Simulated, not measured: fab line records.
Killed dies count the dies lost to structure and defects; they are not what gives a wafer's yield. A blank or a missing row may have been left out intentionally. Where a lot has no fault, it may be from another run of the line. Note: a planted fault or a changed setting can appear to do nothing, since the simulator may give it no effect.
Comparing a struck lot with a sound one / flow ritCmos / 19 out of 202 route steps
Sound: wafers L213.3, L213.4, L213.5. The struck wafers were L230.1, L230.2, L230.4. Last of all comes the cause.
Per side, at each step with rows, come the tool, then ch with its chambers, and then its first start. Under that, the readings that differ: sound wafers / struck wafers / difference of the means / sigmas: that difference in standard deviations of wafers without a fault.
alike: words and numbers the same on both sides, and readings whose means are apart by under 2 such deviations; not compared: readings that were withheld, readings missing a value for some wafer, numbers with overlapping values and no deviation given by the record, and bounds like >300 which may hide the same value.
The two part at a step that has a row with sigmas, a row that says differs or no value, or rows on one side only. Numbers that have no deviation but don't overlap get no sigmas and don't part them. A reading missing from all wafers of one side parts the sides only when that side holds two or more wafers.

first, 2 steps without rows for these wafers: RIT_NWELL_HARDBAKE_07 (time 120 s); RIT_NWELL_IMPLANT_08.
RIT_NWELL_STRIP_09: strips in O2, time 180 s.
  sound on plasmaAsher-03 ch 0,1, day 2 05:04; struck on plasmaAsher-02 ch 0,1, day 5 16:24
  alike: chamberPressureMTorr, drypumpMotorCurrentA
  not compared: rfHoursCounterH
RIT_NWELL_TW_MEAS_10:
  sound: filmMetro-04 at day 2 05:13; struck: filmMetro-01 at day 5 16:35
  alike: NWELL_TW
then, 6 steps without rows for these wafers: RIT_PWELL_HMDS_00 (prime time 60 s); RIT_PWELL_COAT_01 (resist thk 1300 nm); RIT_PWELL_SOFTBAKE_02 (time 60 s); RIT_PWELL_EXPOSE_03 (exposes mask M3, target cd 43700 nm); RIT_PWELL_PEB_04; RIT_PWELL_DEVELOP_05 (develop time 68 s).
RIT_PWELL_OVL_MEAS_06:
  sound: overlay-01 at day 2 06:16; struck: overlay-01 at day 5 17:38
  alike: PWELL_OVL
then, 1 step without rows for these wafers: RIT_PWELL_HARDBAKE_07 (time 120 s).
RIT_PWELL_IMPLANT_08:
  sound on implanter-03 ch 0, day 2 06:35; struck on implanter-01 ch 0, day 5 17:56
reading=beamEnergyKeV; sound=169.97 169.96 170.02; struck=124.25 124.15 124.23; difference=-45.77; sigmas=-99 or more
reading=model.implant.rpNm (nm); sound=490.7 490.7 490.7; struck=377.9 377.9 377.9; difference=-112.8; sigmas=
reading=model.implant.drpNm (nm); sound=102.9 102.9 102.9; struck=91.23 91.23 91.23; difference=-11.67; sigmas=
  alike: beamOnS
RIT_PWELL_STRIP_09: strips in O2, time 180 s.
  sound on plasmaAsher-02 ch 0,1, day 2 06:45; struck on plasmaAsher-02 ch 0,1, day 5 18:05
  alike: chamberPressureMTorr, drypumpMotorCurrentA
  not compared: rfHoursCounterH
RIT_PWELL_TW_MEAS_10:
  sound: filmMetro-01 at day 2 06:53; struck: filmMetro-04 at day 5 18:15
reading=PWELL_TW; sound=966 966 965; struck=937 933 940; difference=-29; sigmas=-3
then, 1 step without rows for these wafers: RIT_WELLDRIVE_ANNEAL_00 (time 14700 s).
RIT_WELLDRIVE_RS_MEAS_01: the measuring method here is four-point-probe.
  sound: filmMetro-01 at day 2 12:03; struck: filmMetro-01 at day 5 23:25
  alike: NWELL_RS
RIT_WELLDRIVE_RS_MEAS_02: the measuring method here is four-point-probe.
  sound: filmMetro-01 at day 2 12:10; struck: filmMetro-01 at day 5 23:50
reading=PWELL_RS (ohm/sq); sound=428.7 429.4 429.0; struck=440.2 440.8 441.6; difference=+11.8; sigmas=+9
  not compared: hold
RIT_M1_PROBE_99:
  record: rows for the struck wafers here (prober-01, day 7 15:14), none for the sound ones

WHERE THEY PART
Earliest at RIT_PWELL_IMPLANT_08; latest, in this record, at RIT_M1_PROBE_99.

WHY: the cause the simulator had injected
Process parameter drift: implanter-01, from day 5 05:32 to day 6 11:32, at RIT_PWELL_IMPLANT_08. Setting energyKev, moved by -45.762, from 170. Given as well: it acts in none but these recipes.
